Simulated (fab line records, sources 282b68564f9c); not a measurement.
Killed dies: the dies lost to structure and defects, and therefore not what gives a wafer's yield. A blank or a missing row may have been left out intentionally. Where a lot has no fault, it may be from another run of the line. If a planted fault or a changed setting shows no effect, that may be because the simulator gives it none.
A struck lot beside a sound one :: flow ritCmos :: 27 out of 202 route steps
Sound: these wafers, L448.3, L448.5, L448.6. Wafers L457.1, L457.3, L457.6 were the ones struck. At the end, the cause is stated.
Each step with rows lists, per side, the tool, then ch with its chambers, then its first start. Under that, the readings that differ: sound wafers :: struck wafers :: difference of the means :: sigmas: that difference in standard deviations of wafers without a fault.
alike: a reading whose means differ by less than 2 such deviations, as well as words and numbers matching on both sides. not compared: withheld readings; readings where some wafer has no value; bounds like >300 that might hide an equal value; numbers whose values overlap and for which the record gives no deviation.
Wherever a step has rows on one side only, a row that says differs or no value, or a row with sigmas, the two part there. Non-overlapping numbers with no deviation appear without sigmas and do not part them. Lack of a reading on every wafer of one side parts them only where that side has two or more wafers.

RIT_ACTIVE_BOW_MEAS_00:
  sound on filmMetro-01 at day 1 15:02; struck on filmMetro-04 at day 3 12:00
  alike: INCOMING_BOW
then, 1 step without rows for these wafers: RIT_ACTIVE_OXIDATION_01 (target thk 46.8 nm, ox time 3360 s).
RIT_ACTIVE_THK_MEAS_02:
  sound on filmMetro-02 at day 1 17:04; struck on filmMetro-01 at day 3 14:08
  alike: ACTIVE_OXIDE_THK
RIT_ACTIVE_CVD_03: deposits Si3N4 from SiH2Cl2/NH3, target thk 150 nm, time 1500 s.
  sound on lpcvd-02 ch 1, day 1 17:07; struck on lpcvd-02 ch 0, day 3 14:12
reading: spikeTcCentreC (C)
sound: 814.3 815.5 813.7
struck: 824.8 824.3 826.3
difference: +10.6
sigmas: +7

reading: spikeTcLoadC (C)
sound: 834 832 833
struck: 850 851 853
difference: +18
sigmas: +4

reading: model.Si3N4_of_ACTIVE_CVD_03.thkNm (nm)
sound: 151.6 149.7 150
struck: 183.8 183.7 183.9
difference: +33.4
sigmas: 
RIT_ACTIVE_THK_MEAS_04:
  sound on filmMetro-04 at day 1 18:33; struck on filmMetro-04 at day 3 15:37
reading: ACTIVE_NITRIDE_THK (nm)
sound: 151.6 149.8 150.0
struck: 183.7 183.7 184.0
difference: +33.3
sigmas: +24
then, 6 steps without rows for these wafers: RIT_ACTIVE_HMDS_05 (prime time 60 s); RIT_ACTIVE_COAT_06 (resist thk 1009 nm); RIT_ACTIVE_SOFTBAKE_07 (time 60 s); RIT_ACTIVE_EXPOSE_08 (exposes mask M1, target cd 1400 nm); RIT_ACTIVE_PEB_09; RIT_ACTIVE_DEVELOP_10 (develop time 50 s).
RIT_ACTIVE_CD_MEAS_11: the cd target is 1400 nm.
  sound on cdSem-02 at day 1 19:29; struck on cdSem-02 at day 3 16:31
  alike: cdNm
then, 1 step without rows for these wafers: RIT_ACTIVE_HARDBAKE_12 (time 60 s).
RIT_ACTIVE_ETCH_13: etches Si3N4 in SF6, stops on SiO2, time 210 s, target depth 210 nm.
  sound on rieDiel-03 ch 0,3, day 1 19:43; struck on rieDiel-01 ch 1,3, day 3 16:47
reading: oesProductAu (a.u.)
sound: 0.799 0.804 0.809
struck: 0.924 0.950 0.913
difference: +0.125
sigmas: +8

reading: model.ACTIVE.featureDepthNm (nm)
sound: 152.5 150.6 150
struck: 183.8 183.9 184
difference: +32.9
sigmas: 

reading: model.etch.depthNm (nm)
sound: 151.6 149.7 150
struck: 183.8 183.7 183.9
difference: +33.4
sigmas: 
  alike: drypumpMotorCurrentA, throttleValvePct
  not compared: rfHoursCounterH
RIT_ACTIVE_STRIP_14: strips in O2, time 180 s.
  sound on plasmaAsher-01 ch 0,1, day 1 19:54; struck on plasmaAsher-01 ch 0,1, day 3 16:56
  alike: drypumpMotorCurrentA
  not compared: rfHoursCounterH
RIT_ACTIVE_CD_MEAS_90: the cd target is 1400 nm.
  sound on cdSem-01 at day 1 20:04; struck on cdSem-01 at day 3 17:06
  alike: cdNm
then, 4 steps without rows for these wafers: RIT_ACTIVE_CLEAN_15 (cleans in SC1, time 600 s); RIT_ACTIVE_CLEAN_16 (cleans in dHF, time 30 s); RIT_ACTIVE_CLEAN_17 (cleans in SC2, time 600 s); RIT_FOX1_OXIDATION_00 (target thk 350.7 nm, ox time 1130 s).
RIT_FOX1_THK_MEAS_01:
  sound on filmMetro-04 at day 1 21:52; struck on filmMetro-04 at day 3 19:34
  alike: FOX1_OXIDE_THK
then, 2 steps without rows for these wafers: RIT_FOX1_WET_ETCH_02 (etches SiO2 in BOE, target depth 350 nm, time 390 s); RIT_FOX2_OXIDATION_00 (target thk 350.7 nm, ox time 1130 s).
RIT_FOX2_THK_MEAS_01:
  sound on filmMetro-03 at day 1 23:22; struck on filmMetro-02 at day 3 21:16
  alike: FOX2_OXIDE_THK
RIT_FOX2_CLEAN_02: cleans in dHF, time 180 s.
  sound on wetBench-01 ch 2, day 1 23:25; struck on wetBench-04 ch 2, day 3 21:19
reading: model.Si3N4_of_ACTIVE_CVD_03.thkNm (nm)
sound: 132.4 130.5 130.8
struck: 164.6 164.4 164.7
difference: +33.3
sigmas: 
then, 1 step without rows for these wafers: RIT_FOX2_WET_ETCH_03 (etches Si3N4 in H3PO4, target depth 195 nm, time 2700 s).
RIT_M1_PROBE_99:
  sound on prober-01 at day 3 14:38; struck on prober-01 at day 5 17:12
reading: model.etest.pplusSal.widthNm (nm)
sound: 3460 3462 3456
struck: 3485 3488 3466
difference: +20
sigmas: 

reading: model.etest.nplusSal.widthNm (nm)
sound: 3450 3461 3452
struck: 3481 3469 3462
difference: +16
sigmas: 
  alike: killedAtContacts, killedAtFrontEnd, killedDies, killedOpen, killedShort
  not compared: model.etest.nldd.widthNm, model.etest.pldd.widthNm

== WHERE THEY PART ==
Earliest at RIT_ACTIVE_CVD_03; latest, in this record, at RIT_ACTIVE_ETCH_13. Later steps at which nothing parts them and some readings are alike: RIT_ACTIVE_STRIP_14, RIT_ACTIVE_CD_MEAS_90, RIT_FOX1_THK_MEAS_01, RIT_FOX2_THK_MEAS_01, RIT_M1_PROBE_99.

WHY: whatever the simulator had introduced
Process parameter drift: lpcvd-02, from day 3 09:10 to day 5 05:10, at RIT_ACTIVE_CVD_03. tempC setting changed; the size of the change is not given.
